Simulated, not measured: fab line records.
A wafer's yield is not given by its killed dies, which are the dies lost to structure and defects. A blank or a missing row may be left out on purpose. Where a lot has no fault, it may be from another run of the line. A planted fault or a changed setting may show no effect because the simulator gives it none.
A single fault, viewed from 2 desks -- flow rit cmos -- what lay behind the numbers comes last; until then each desk has only its own

## AT THE TOOL OWNER'S DESK: furnace-04
The tool's own readings at RIT_FOX1_OXIDATION_00 (target thk 350.7 nm, ox time 1130 s): means of the sampled wafers that have a number, for each lot that ran on this tool. A lot is out of limits, marked OUT, if its mean lies more than 4 standard deviations from the usual mean; the brackets give that distance.
Columns: A = spike tc centre C at RIT_FOX1_OXIDATION_00, usual 1103.5 C; B = spike tc load C at RIT_FOX1_OXIDATION_00, usual 1128.2 C; C = spike tc source C at RIT_FOX1_OXIDATION_00, usual 1124.0 C; D = tube center temp C at RIT_FOX1_OXIDATION_00, usual 1100 C; E = tube_center_temp_C_max at RIT_FOX1_OXIDATION_00, usual 1102.8
lot,first seen here,A,B,C,D,E
L311,day 1 23:15,1104.3,1127.8,1126.7,1100,1103.2
L325,day 4 21:39,1103.8,1128.2,1125.9,1100,1102.7
L326,day 5 01:18,1129.2 (+21) OUT,1153.3 (+14) OUT,1151.7 (+9.9) OUT,1125 (+99 or more) OUT,1127.6 (+59) OUT
L328,day 5 11:35,1130.8 (+23) OUT,1153.1 (+14) OUT,1152.7 (+10) OUT,1125 (+99 or more) OUT,1127.9 (+60) OUT
Finding of this desk: L326, L328 out of limits; the first was L326 at day 5 01:18, on spike tc centre C at RIT_FOX1_OXIDATION_00. L311, L325: within limits.

## THE METROLOGY DESK
What the gauges read, lot by lot, whatever tool the lot ran on: means of the sampled wafers that have a number. A lot is out of limits, marked OUT, if its mean lies more than 4 standard deviations from the usual mean; the brackets give that distance.
Columns: A = FOX1_OXIDE_THK at RIT_FOX1_THK_MEAS_01, usual 354 nm
lot,first seen here,A
L310,day 1 17:15,356
L311,day 2 00:34,347
L314,day 2 17:53,344
L315,day 2 22:13,347
L316,day 3 04:15,364
L317,day 3 10:22,341
L318,day 3 10:54,355
L323,day 4 13:32,360
L325,day 4 22:58,357
L326,day 5 02:39,389 (+5.0) OUT
L328,day 5 12:55,402 (+6.8) OUT
L329,day 5 16:32,358
L331,day 6 03:15,349
L333,day 6 15:32,355
Finding of this desk: L326, L328 out of limits, first seen on L326 at day 5 02:39 (FOX1_OXIDE_THK at RIT_FOX1_THK_MEAS_01). L310, L311, L314, L315, L316, L317, L318, L323, L325, L329, L331, L333: within limits.

## TAKEN TOGETHER
The tool owner's desk had the chance to raise an alarm at day 5 01:18 on L326, L328.
Metrology desk: alarm possible at day 5 02:39 on L326, L328.
The lots listed all ran RIT_FOX1_OXIDATION_00 on furnace-04.

## WHAT HAD BEEN PUT IN BY THE SIMULATOR
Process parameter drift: furnace-04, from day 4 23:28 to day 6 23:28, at RIT_FOX1_OXIDATION_00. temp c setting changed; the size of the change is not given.
Struck lots among those shown: L326, L328.
Hours from the fault's start to each desk's first reading out of limits: the tool owner's desk, 2; the metrology desk, 3.
